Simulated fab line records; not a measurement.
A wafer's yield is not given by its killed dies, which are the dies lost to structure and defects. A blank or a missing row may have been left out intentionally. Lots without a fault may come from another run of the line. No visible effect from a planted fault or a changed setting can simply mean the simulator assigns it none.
Matching of chambers ; flow berkeley cmos170 ; cmp-02 running UCB170_V1_CMP_02: 4 sister chambers
The step polishes SiO2. 8 wafers are shown with their chamber, then 8 later ones without.

== WAFERS PAIRED WITH THEIR CHAMBERS ==
wafer;chamber;motor current A (A);slurry filter dp kPa (kPa)
L175.5;1;14.8;13.23
L176.4;0;15.8;13.46
L176.6;0;16.7;13.60
L178.4;1;16.0;13.63
L179.1;2;17.0;13.56
L179.5;2;17.3;13.64
L179.6;3;14.6;13.55
L192.1;3;15.7;13.44

== WAFERS WHOSE CHAMBER IS MISSING ==
wafer;motor current A (A);slurry filter dp kPa (kPa)
L192.2;17.3;13.44
L192.3;15.5;13.52
L191.3;17.4;13.59
L191.4;14.4;13.14
L191.6;17.4;13.55
L193.3;15.7;13.43
L193.4;16.1;13.56
L193.6;15.1;13.18

== EACH ONE'S CHAMBER ==
wafer;from the rows above;in truth
L192.2;can't be placed: 2 or 0 or 1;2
L192.3;can't be placed: 3 or 1 or 0 or 2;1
L191.3;can't be placed: 2 or 0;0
L191.4;can't be placed: 1 or 3 or 0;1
L191.6;can't be placed: 2 or 0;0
L193.3;can't be placed: 1 or 3 or 0 or 2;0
L193.4;can't be placed: 0 or 1 or 3 or 2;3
L193.6;can't be placed: 1 or 3 or 0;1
Correctly placed: 0 of 8. Cannot be placed on the basis of these rows: 8; the candidates contain the true chamber in 8. Number placed wrongly: 0.
How it was worked out, from the rows above alone: a wafer's distance from a chamber is the root of the sum, over the readings, of the square of ((its reading less the chamber's mean) divided by the reading's scatter). The wafer belongs to the nearest chamber; if the next one is less than 2 further off, it can't be placed. A chamber's mean is the mean of its shown wafers. The scatter is the square root of a quotient: the sum, over the shown wafers, of each reading's squared deviation from its chamber's mean, divided by wafers minus chambers.
